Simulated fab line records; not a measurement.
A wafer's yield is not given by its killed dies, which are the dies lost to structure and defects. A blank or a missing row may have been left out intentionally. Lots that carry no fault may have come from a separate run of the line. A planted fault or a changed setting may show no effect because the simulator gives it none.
A lot that was struck, set against a sound lot    flow rit-cmos    14 out of 202 route steps
Sound: these wafers, L200.3, L200.4, L200.6. Struck: wafers L212.1, L212.3, L212.6. The cause is named last.
For every step that has rows: the tool of each side, followed by ch and its chambers, followed by its first start. Under that, the readings that differ: sound wafers    struck wafers    difference of the means    sigmas: that difference in standard deviations of wafers without a fault.
alike: readings with means less than 2 such deviations apart, plus words and numbers identical on both sides. not compared: withheld readings, readings lacking a value on some wafer, bounds such as >300 that could conceal the same value, and numbers that have no deviation in the record and whose values overlap.
The two part at a step that has a row with sigmas, a row that says differs or no value, or rows on one side only. Non-overlapping numbers with no deviation appear without sigmas and do not part them. Lack of a reading on every wafer of one side parts them only where that side has two or more wafers.

first, 1 step without rows for these wafers: RIT_CONTACT_HARDBAKE_10 (time 60 s).
RIT_CONTACT_ETCH_11: etches SiO2 in CHF3/CF4/Ar, stops on TiSi2, target depth 480 nm, time 320 s.
  sound on rie-diel-04 ch 0,2, day 3 10:47; struck on rie-diel-04 ch 1,2,3, day 5 20:08
  alike: O2_flow_sccm, drypump-motor-current-A, oes-product-au, throttle-valve-pct
  not compared: rf-hours-counter-h
RIT_CONTACT_STRIP_12: strips in O2, time 180 s.
  sound on plasma-asher-04 ch 0,1, day 3 11:03; struck on plasma-asher-04 ch 0, day 5 20:20
  alike: drypump-motor-current-A
  not compared: rf-hours-counter-h
RIT_CONTACT_CD_MEAS_90 targets a cd of 1000 nm.
  sound on cd-sem-02, day 3 11:12; struck on cd-sem-01, day 5 20:31
reading     sound                 struck             difference  sigmas
cd-nm (nm)  1002.3 1005.3 1006.9  998.2 997.1 997.4  -7.3        -3
then, 2 steps without rows for these wafers: RIT_CONTACT_CLEAN_13 (cleans in SC1, time 600 s); RIT_CONTACT_CLEAN_14 (cleans in SC2, time 600 s).
RIT_M1_SPUTTER_00: material Al, target thk 400 nm, time 500 s.
  sound on pvd-sputter-04, day 3 11:38; struck on pvd-sputter-04, day 5 20:59
  alike: throttle-valve-pct
RIT_M1_RS_MEAS_01: uses a four-point probe to measure.
  sound on film-metro-01, day 3 11:58; struck on film-metro-02, day 5 21:17
  alike: M1_AL_RS
RIT_M1_THK_MEAS_02: measures by xrf.
  sound on film-metro-01, day 3 12:04; struck on film-metro-02, day 5 21:24
  alike: M1_AL_THK
then, 3 steps without rows for these wafers: RIT_M1_HMDS_03 (prime time 60 s); RIT_M1_COAT_04 (resist thk 1322 nm); RIT_M1_SOFTBAKE_05 (time 60 s).
RIT_M1_EXPOSE_06: exposes mask M12, target cd 2600 nm.
  struck on iline-stepper-01, day 5 22:02; sound on iline-stepper-01 ch 0, day 3 12:43
  no value came back on the struck wafers for exposure-dose-mJ-cm2, focus-offset-nm (nm); on the sound wafers exposure-dose-mJ-cm2 reads 253.9 254.2 254.0
  alike: mask
next, for these wafers, 1 step has no rows: RIT_M1_PEB_07.

== WHERE THEY PART ==
Earliest at RIT_CONTACT_CD_MEAS_90; latest, in this record, at RIT_M1_EXPOSE_06.

WHY: what the simulator had put in
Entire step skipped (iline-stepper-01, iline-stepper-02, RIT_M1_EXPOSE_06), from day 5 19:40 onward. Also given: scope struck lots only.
